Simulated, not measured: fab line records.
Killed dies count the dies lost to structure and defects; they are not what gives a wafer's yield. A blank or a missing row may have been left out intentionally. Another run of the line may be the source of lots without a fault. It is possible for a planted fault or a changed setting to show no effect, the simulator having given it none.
Struck lot and sound lot, side by side | flow berkeley_cmos170 | 16 out of 331 route steps
Sound: the wafers L810.1, L810.3, L810.4. Struck: wafers L821.3, L821.6. (L821.1 of the same lot was not struck and is left out.) The cause comes at the end.
Each step with rows lists, per side, the tool, then ch with its chambers, then its first start. Under that, the readings that differ: sound wafers | struck wafers | difference of the means | sigmas: that difference in standard deviations of wafers without a fault.
alike: readings whose means differ by less than 2 such deviations, and words and numbers that are the same on both sides. not compared: withheld readings, readings that some wafer has no value for, bounds like >300 that may hide the same value, and numbers for which the record gives no deviation and whose values overlap.
The two part at a step that has a row with sigmas, a row that says differs or no value, or rows on one side only. Numbers that have no deviation but don't overlap get no sigmas and don't part them. A reading that every wafer of one side lacks parts them only if that side has two wafers or more.

first, 5 steps without rows for these wafers: UCB170_M1_COAT_04 (resist thk 900 nm); UCB170_M1_SOFTBAKE_05 (time 60 s); UCB170_M1_EXPOSE_06 (exposes mask METAL1, target cd 700 nm); UCB170_M1_PEB_07; UCB170_M1_DEVELOP_08 (develop time 45 s).
UCB170_M1_CD_MEAS_09: the cd target is 700 nm.
  sound: cd_sem-02 at day 6 06:53; struck: cd_sem-02 at day 9 14:39
  alike: cd_nm
UCB170_M1_OVL_MEAS_10:
  sound: overlay-02 at day 6 07:01; struck: overlay-02 at day 9 14:46
  reading     | sound   | struck | difference | sigmas
  M1_OVL (nm) | 15 16 8 | -2 -4  | -16        | -2
UCB170_M1_ETCH_11: etches BARC in N2/H2.
  sound on rie_diel-02 ch 0,2,3, day 6 07:03; struck on rie_diel-02 ch 2,3, day 9 14:48
  alike: drypump_motor_current_A, n2_flow_sccm, oes_product_au, throttle_valve_pct
UCB170_M1_METAL_ETCH_12: etches Al in Cl2/BCl3, stops on PSG, target depth 780 nm, time 130 s.
  sound on rie_metal-01 ch 0,1, day 6 07:05; struck on rie_metal-04 ch 0, day 9 14:51
  alike: drypump_motor_current_A, oes_product_au, throttle_valve_pct
  not compared: rf_hours_counter_h
UCB170_M1_STRIP_13: strips in O2.
  sound on plasma_asher-03 ch 0,1, day 6 07:14; struck on plasma_asher-04 ch 0,1, day 9 14:59
  alike: drypump_motor_current_A, oes_product_au
  not compared: rf_hours_counter_h
UCB170_M1_CD_MEAS_90: the cd target is 700 nm.
  sound: cd_sem-01 at day 6 07:20; struck: cd_sem-01 at day 9 15:05
  alike: cd_nm
then, 1 step without rows for these wafers: UCB170_M1_ANNEAL_14 (time 1200 s).
UCB170_V1_CVD_00: deposits SiO2 from TEOS/O2, target thk 2000 nm, time 250 s.
  sound on pecvd-03 ch 0,1,2, day 6 14:46; struck on pecvd-04 ch 1, day 9 18:41
  reading                             | sound          | struck    | difference | sigmas
  model.SiO2_of_V1_CVD_00.thk_nm (nm) | 2028 2022 2071 | 1033 1015 | -1016      |
  alike: heater_power_w, pressure_mtorr
  not compared: since_wet_clean_h
UCB170_V1_THK_MEAS_01:
  sound: film_metro-04 at day 6 14:55; struck: film_metro-02 at day 9 18:50
  reading          | sound          | struck    | difference | sigmas
  V1_TEOS_THK (nm) | 2028 2020 2072 | 1033 1015 | -1016      | -36
UCB170_V1_CMP_02: polishes SiO2.
  sound on cmp-01 ch 1,2,3, day 6 15:07; struck on cmp-02 ch 3, day 9 18:57
  alike: motor_current_A, slurry_flow_ml_min
UCB170_M3_PROBE_99:
  the record has rows for the struck wafers here (prober-02, day 10 08:02) and none for the sound ones

== WHERE THEY PART ==
First at UCB170_M1_OVL_MEAS_10; last, within this record, at UCB170_M3_PROBE_99.

WHY: what the simulator had put in
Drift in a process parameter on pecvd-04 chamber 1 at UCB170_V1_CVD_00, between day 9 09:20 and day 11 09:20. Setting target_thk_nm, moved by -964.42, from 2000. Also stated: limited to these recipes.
